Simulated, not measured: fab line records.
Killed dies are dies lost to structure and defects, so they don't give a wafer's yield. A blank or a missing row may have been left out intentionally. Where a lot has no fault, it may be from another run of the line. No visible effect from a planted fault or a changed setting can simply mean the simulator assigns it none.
Check for tools in common ; flow ritCmos ; 13 lots, 39 wafers sampled

REASON IT WAS OPENED
1 of 13 lots carry a flag on the reading NSD_TW at RIT_NSD_TW_MEAS_10. No-fault wafers: 3135, standard deviation 14.
Rule: a lot is flagged when every wafer of it that has a number lies more than 4 standard deviations from that mean, or none has a number. The other lots count as sound.

lot;measured;on;NSD_TW, wafer by wafer;flag
L755;day 3 08:55;filmMetro-01;3135 3133 3129;
L756;day 3 11:15;filmMetro-01;3136 3141 3143;
L758;day 3 19:24;filmMetro-04;3119 3117 3107;
L759;day 4 00:39;filmMetro-04;3103 3125 3109;
L760;day 4 04:59;filmMetro-01;3108 3145 3132;
L761;day 4 10:04;filmMetro-03;3130 3137 3139;
L763;day 4 21:34;filmMetro-04;3126 3122 3121;
L764;day 5 00:36;filmMetro-03;3144 3133 3113;
L765;day 5 08:03;filmMetro-01;3128 3157 3133;
L766;day 5 11:02;filmMetro-01;3139 3151 3127;
L767;day 5 18:45;filmMetro-03;3132 3135 3127;
L768;day 5 23:50;filmMetro-01;3132 3130 3151;
L769;day 6 02:43;filmMetro-01;30 30 30;FLAGGED
On average the flagged lots read 30, which is -3105 against the usual, or -99 or more standard deviations.

WHICH TOOL EACH LOT WENT THROUGH
The record keeps 1 process step preceding the reading, out of 202 steps on the route. Every cell lists first the tool, next ch and the chambers used by the sampled wafers, and last the start.
lot;flag;RIT_NSD_EXPOSE_03
L755;;ilineStepper-02 ch 0, day 3 08:01
L756;;ilineStepper-01 ch 0, day 3 10:21
L758;;ilineStepper-01 ch 0, day 3 18:19
L759;;ilineStepper-01 ch 0, day 3 23:39
L760;;ilineStepper-02 ch 0, day 4 04:05
L761;;ilineStepper-02 ch 0, day 4 09:10
L763;;ilineStepper-02 ch 0, day 4 20:40
L764;;ilineStepper-02 ch 0, day 4 23:41
L765;;ilineStepper-01 ch 0, day 5 07:08
L766;;ilineStepper-02 ch 0, day 5 10:07
L767;;ilineStepper-02 ch 0, day 5 17:51
L768;;ilineStepper-01 ch 0, day 5 22:53
L769;FLAGGED;ilineStepper-02 ch 0, day 6 01:48
These steps, and what they do:
- RIT_NSD_EXPOSE_03: exposes mask M9, target cd 40700 nm.
- RIT_NSD_TW_MEAS_10

FLAGGED AGAINST TOTAL, ONE TOOL AT A TIME (gauges that did the reading follow at the end)
step;tool;lots run;flagged;share of the flagged lots;sound lots run after its first flagged lot
RIT_NSD_EXPOSE_03;ilineStepper-01;5;0;none;-
RIT_NSD_EXPOSE_03;ilineStepper-02;8;1;all;0
RIT_NSD_TW_MEAS_10;filmMetro-01;7;1;all;0
RIT_NSD_TW_MEAS_10;filmMetro-03;3;0;none;-
RIT_NSD_TW_MEAS_10;filmMetro-04;3;0;none;-

THE TABLE: WHAT IT ALLOWS
2 rows of the table ran every flagged lot: ilineStepper-02 at RIT_NSD_EXPOSE_03, filmMetro-01 at RIT_NSD_TW_MEAS_10.
- ilineStepper-02 at RIT_NSD_EXPOSE_03: 1 of its 8 lots flagged. Last sound lot L767 at day 5 17:51, first flagged lot L769 at day 6 01:48; a fault beginning in between fits.
- filmMetro-01 at RIT_NSD_TW_MEAS_10: 1 of its 7 lots flagged. Last sound lot L768 at day 5 23:50, first flagged lot L769 at day 6 02:43; a fault beginning in between fits.
These 2 tools cannot be told apart by counting lots, since each of them fits a fault that started at some hour. More lots, or a look at what each step does to the wafer, might.

WHAT THE SIMULATOR HAD PUT IN
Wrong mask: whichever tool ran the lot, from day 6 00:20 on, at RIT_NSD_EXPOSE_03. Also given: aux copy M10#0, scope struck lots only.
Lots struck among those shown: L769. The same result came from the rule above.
